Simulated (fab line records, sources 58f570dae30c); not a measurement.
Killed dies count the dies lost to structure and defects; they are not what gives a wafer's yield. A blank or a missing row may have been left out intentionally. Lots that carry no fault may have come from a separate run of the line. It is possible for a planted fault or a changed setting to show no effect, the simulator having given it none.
The tool behind it: which one? || flow berkeley_cmos170 || 45 wafers sampled from 15 lots at 1 step of a route of 331

## WHAT THE GAUGES READ, wafer by wafer
UCB170_SDANNEAL_RS_MEAS_04: measurement is done with a four-point probe.
{"lot": "L150", "measured": "day 6 12:42", "on": "film_metro-02", "PLDD_RS (ohm/sq)": "1034.8 1035.6 1033.9"}
{"lot": "L149", "measured": "day 6 12:44", "on": "film_metro-03", "PLDD_RS (ohm/sq)": "1035.6 1034.3 1034.3"}
{"lot": "L151", "measured": "day 6 18:59", "on": "film_metro-04", "PLDD_RS (ohm/sq)": "1032.3 1035.0 1034.5"}
{"lot": "L152", "measured": "day 7 09:08", "on": "film_metro-04", "PLDD_RS (ohm/sq)": "1031.3 1032.0 1028.7"}
{"lot": "L154", "measured": "day 7 10:36", "on": "film_metro-03", "PLDD_RS (ohm/sq)": "1033.7 1032.1 1035.8"}
{"lot": "L159", "measured": "day 8 13:25", "on": "film_metro-03", "PLDD_RS (ohm/sq)": "1039.2 1035.3 1035.8"}
{"lot": "L157", "measured": "day 8 13:28", "on": "film_metro-02", "PLDD_RS (ohm/sq)": "1034.2 1035.1 1034.0"}
{"lot": "L161", "measured": "day 9 03:49", "on": "film_metro-02", "PLDD_RS (ohm/sq)": "1033.4 1030.9 1033.5"}
{"lot": "L160", "measured": "day 9 03:50", "on": "film_metro-04", "PLDD_RS (ohm/sq)": "1030.6 1029.7 1032.2"}
{"lot": "L166", "measured": "day 10 03:10", "on": "film_metro-04", "PLDD_RS (ohm/sq)": "1029.9 1028.8 1028.8"}
{"lot": "L168", "measured": "day 10 17:05", "on": "film_metro-04", "PLDD_RS (ohm/sq)": "1030.2 1028.9 1028.4"}
{"lot": "L169", "measured": "day 10 17:13", "on": "film_metro-03", "PLDD_RS (ohm/sq)": "1030.3 1028.8 1030.3"}
{"lot": "L170", "measured": "day 11 05:42", "on": "film_metro-03", "PLDD_RS (ohm/sq)": "1028.4 1030.5 1030.0"}
{"lot": "L171", "measured": "day 11 05:55", "on": "film_metro-02", "PLDD_RS (ohm/sq)": "1037.2 1034.9 1035.1"}
{"lot": "L172", "measured": "day 11 09:44", "on": "film_metro-03", "PLDD_RS (ohm/sq)": "1033.1 1029.8 1031.0"}

## EACH LOT AND THE TOOL THAT RAN IT (in order: tool; ch and the chambers of the sampled wafers; start)
Before these readings, the record contains no process step.

## AS READ BY THE TOOLS THEMSELVES (means over the sampled wafers that have a number; for cases with no such wafer, the mark the record gives instead)
The record holds no such reading with a usual standard deviation.

## THE ANSWER, worked out from the rows above alone
Rule: what is usual is taken from the lots themselves. The widest of any qualifying gaps counts: lots, ordered by their means at a reading, are off when they make up no more than a third of the lots, leave a main group of 4 or more, and stand apart from it by 3 or more times the standard deviation of that group's means. If all means in a main group match to the digits the tables above print for the reading, that group is not used. Also off: a lot with no number at a reading for which 4 or more lots have one. Any other lot the step has rows for is counted as sound. After the gauges, taken in route order, come the tools' own readings; for these a lot's mean is taken, as printed above. The first step at which some lot is off is used, and at that step the reading that is off furthest; a lot without a number counts as furthest.
Nothing can be told from this: no lot is off at any reading shown.

## WHAT WAS PUT IN BY THE SIMULATOR
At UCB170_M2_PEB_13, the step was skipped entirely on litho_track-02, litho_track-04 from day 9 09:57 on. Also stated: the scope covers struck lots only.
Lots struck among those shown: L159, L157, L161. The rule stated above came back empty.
